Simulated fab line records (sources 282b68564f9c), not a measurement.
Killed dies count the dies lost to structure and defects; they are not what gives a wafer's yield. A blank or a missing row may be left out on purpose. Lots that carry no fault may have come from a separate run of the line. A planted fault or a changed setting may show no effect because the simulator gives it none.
A lot that was struck, set against a sound lot :: flow rit cmos :: 43 out of 202 route steps
Sound: these wafers, L321.3, L321.4, L321.5. Struck: wafer L316.5 (left out: L316.3, L316.6 of the same lot, which were not struck); the cause appears at the end.
At each step with rows: each side's tool, then ch and its chambers, then its first start. Under that, the readings that differ: sound wafers :: struck wafers :: difference of the means :: sigmas: that difference in standard deviations of wafers without a fault.
alike: same words and numbers on both sides, and readings whose means sit less than 2 such deviations apart. not compared: any withheld reading, any reading some wafer has no value for, any bound like >300 that may hide the same value, and any number with overlapping values for which the record gives no deviation.
Wherever a step has rows on one side only, a row that says differs or no value, or a row with sigmas, the two part there. Non-overlapping numbers with no deviation appear without sigmas and do not part them. A reading that every wafer of one side lacks parts them only if that side has two wafers or more.

first, 1 step without rows for these wafers: RIT_NWELL_IMPLANT_08.
RIT_NWELL_STRIP_09: strips in O2, time 180 s.
  sound on plasma asher-04 ch 0,1, day 5 10:24; struck on plasma asher-04 ch 0, day 4 10:45
  alike: drypump motor current A
  not compared: rf hours counter h
RIT_NWELL_TW_MEAS_10:
  struck on film metro-02, day 4 10:53; sound on film metro-02, day 5 10:32
  alike: NWELL_TW
then, 6 steps without rows for these wafers: RIT_PWELL_HMDS_00 (prime time 60 s); RIT_PWELL_COAT_01 (resist thk 1300 nm); RIT_PWELL_SOFTBAKE_02 (time 60 s); RIT_PWELL_EXPOSE_03 (exposes mask M3, target cd 43700 nm); RIT_PWELL_PEB_04; RIT_PWELL_DEVELOP_05 (develop time 68 s).
RIT_PWELL_OVL_MEAS_06:
  struck on overlay-01, day 4 12:06; sound on overlay-02, day 5 11:41
  alike: PWELL_OVL
then, 2 steps without rows for these wafers: RIT_PWELL_HARDBAKE_07 (time 120 s); RIT_PWELL_IMPLANT_08.
RIT_PWELL_STRIP_09: strips in O2, time 180 s.
  sound on plasma asher-01 ch 0,1, day 5 12:10; struck on plasma asher-03 ch 1, day 4 12:35
reading: drypump motor current A (A)
sound: 4.8 5.4 4.8
struck: 5.9
difference: +0.9
sigmas: +2
  not compared: rf hours counter h
RIT_PWELL_TW_MEAS_10:
  struck on film metro-02, day 4 12:43; sound on film metro-01, day 5 12:19
  alike: PWELL_TW
then, 1 step without rows for these wafers: RIT_WELLDRIVE_ANNEAL_00 (time 14700 s).
RIT_WELLDRIVE_RS_MEAS_01: a four-point-probe measurement.
  struck on film metro-01, day 4 17:53; sound on film metro-01, day 5 18:03
  alike: NWELL_RS
RIT_WELLDRIVE_RS_MEAS_02: a four-point-probe measurement.
  struck on film metro-01, day 4 18:00; sound on film metro-01, day 5 18:10
  alike: PWELL_RS
then, 6 steps without rows for these wafers: RIT_NRETRO_HMDS_00 (prime time 60 s); RIT_NRETRO_COAT_01 (resist thk 1300 nm); RIT_NRETRO_SOFTBAKE_02 (time 60 s); RIT_NRETRO_EXPOSE_03 (exposes mask M4, target cd 43900 nm); RIT_NRETRO_PEB_04; RIT_NRETRO_DEVELOP_05 (develop time 68 s).
RIT_NRETRO_OVL_MEAS_06:
  struck on overlay-01, day 4 18:59; sound on overlay-02, day 5 19:31
  alike: NRETRO_OVL
then, 2 steps without rows for these wafers: RIT_NRETRO_HARDBAKE_07 (time 120 s); RIT_NRETRO_IMPLANT_08.
RIT_NRETRO_STRIP_09: strips in O2, time 180 s.
  sound on plasma asher-01 ch 0,1, day 5 20:00; struck on plasma asher-02 ch 1, day 4 19:28
  alike: drypump motor current A
  not compared: rf hours counter h
RIT_NRETRO_TW_MEAS_10:
  struck on film metro-04, day 4 19:36; sound on film metro-04, day 5 20:08
  alike: NRETRO_TW
then, 6 steps without rows for these wafers: RIT_PRETRO_HMDS_00 (prime time 60 s); RIT_PRETRO_COAT_01 (resist thk 1300 nm); RIT_PRETRO_SOFTBAKE_02 (time 60 s); RIT_PRETRO_EXPOSE_03 (exposes mask M5, target cd 43700 nm); RIT_PRETRO_PEB_04; RIT_PRETRO_DEVELOP_05 (develop time 68 s).
RIT_PRETRO_OVL_MEAS_06:
  struck on overlay-02, day 4 20:44; sound on overlay-01, day 5 21:11
  alike: PRETRO_OVL
then, 2 steps without rows for these wafers: RIT_PRETRO_HARDBAKE_07 (time 120 s); RIT_PRETRO_IMPLANT_08.
RIT_PRETRO_STRIP_09: strips in O2, time 180 s.
  sound on plasma asher-04 ch 0,1, day 5 21:41; struck on plasma asher-02 ch 1, day 4 21:13
  alike: drypump motor current A
  not compared: rf hours counter h
RIT_PRETRO_TW_MEAS_10:
  struck on film metro-03, day 4 21:22; sound on film metro-02, day 5 21:49
  alike: PRETRO_TW
then, 3 steps without rows for these wafers: RIT_GATE_WET_ETCH_00 (etches SiO2 in BOE, target depth 56 nm, time 60 s); RIT_GATE_CLEAN_01 (cleans in SC1, time 600 s); RIT_GATE_CLEAN_02 (cleans in dHF, time 30 s).
RIT_M1_PROBE_99:
  struck on prober-02, day 6 04:02; sound on prober-01, day 6 23:38
reading: killed at front end
sound: 7 7 9
struck: 46
difference: +38
sigmas: +13

reading: killed dies
sound: 7 7 9
struck: 46
difference: +38
sigmas: +13
  alike: killed open, killed short

WHERE THEY PART
Last at RIT_M1_PROBE_99 as far as this record goes, first at RIT_PWELL_STRIP_09.

WHY: the cause the simulator had injected
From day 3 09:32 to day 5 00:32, plasma asher-03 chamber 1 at RIT_PWELL_STRIP_09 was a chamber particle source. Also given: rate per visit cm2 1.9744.
